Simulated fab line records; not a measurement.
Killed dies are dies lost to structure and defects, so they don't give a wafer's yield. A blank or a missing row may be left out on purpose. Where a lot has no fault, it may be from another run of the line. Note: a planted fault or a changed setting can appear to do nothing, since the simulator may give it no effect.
One fault seen from 2 desks | flow rit-cmos | numbers are kept per desk, each desk with only its own; the story behind them comes last

FROM THE METROLOGY DESK
What the gauges read for every lot (on any tool): the sampled wafers with a number, averaged. The brackets show how far a lot's mean lies from the usual mean; more than 4 standard deviations puts the lot out of limits, marked OUT. Only the readings that lie furthest out on some lot appear, 7 of the 10 it has.
Columns: A = PLDD_OVL at RIT_PLDD_OVL_MEAS_06, usual -0.4 nm; B = PLDD_TW at RIT_PLDD_TW_MEAS_10, usual 2335; C = SPACER_NITRIDE_THK at RIT_SPACER_THK_MEAS_04, usual 249.6 nm; D = NSD_TW at RIT_NSD_TW_MEAS_10, usual 3102; E = PSD_OVL at RIT_PSD_OVL_MEAS_06, usual -0.2 nm; F = PSD_TW at RIT_PSD_TW_MEAS_10, usual 3397; G = PLDD_RS at RIT_SDANNEAL_RS_MEAS_06, usual 178.8 ohm/sq
lot  | first seen here | A    | B    | C     | D    | E    | F    | G
L427 | day 3 00:19     | -0.3 | 2337 | 250.6 | 3080 | 0.2  | 3439 | 179.6
L430 | day 3 15:32     | -3.2 | 2304 | 251.8 | 3090 | -0.8 | 3374 | 179.1
L437 | day 5 03:59     | 0.4  | 2312 | 249.0 | 3072 | -0.5 | 3386 | 178.8
L439 | day 5 13:19     | 0.3  | 2365 | 250.9 | 3075 | -1.8 | 3368 | 178.8
L440 | day 5 19:00     | 0.3  | 2354 | 248.6 | 3148 | -1.5 | 3363 | 179.3
L445 | day 6 18:45     | 0.3  | 2351 | 246.6 | 3124 | 0.6  | 3387 | 178.7
Finding of this desk: none of the 6 lots has anything out of limits.

TOOL OWNER'S DESK, rie-diel-04
The tool's own readings at RIT_SPACER_ETCHBACK_05 (etches Si3N4 in SF6/CHF3, stops on SiO2, target depth 250 nm, time 240 s): means of the sampled wafers that have a number, for each lot that ran on this tool. The brackets show how far a lot's mean lies from the usual mean; more than 4 standard deviations puts the lot out of limits, marked OUT.
Columns: A = drypump-motor-current-A at RIT_SPACER_ETCHBACK_05, usual 5.8 A; B = oes-product-au at RIT_SPACER_ETCHBACK_05, usual 0.842 a.u.; C = throttle-valve-pct at RIT_SPACER_ETCHBACK_05, usual 10.24 %
lot  | first seen here | A   | B     | C
L430 | day 3 18:27     | 5.8 | 0.851 | 10.17
L437 | day 5 08:44     | 5.9 | 0.845 | 10.14
L440 | day 5 21:58     | 5.6 | 0.844 | 10.21
Finding of this desk: none of the 3 lots has anything out of limits.

ALL TOGETHER
Metrology desk: nothing out of limits seen.
Nothing out of limits was seen by the tool owner's desk.

WHAT HAD BEEN PUT IN BY THE SIMULATOR
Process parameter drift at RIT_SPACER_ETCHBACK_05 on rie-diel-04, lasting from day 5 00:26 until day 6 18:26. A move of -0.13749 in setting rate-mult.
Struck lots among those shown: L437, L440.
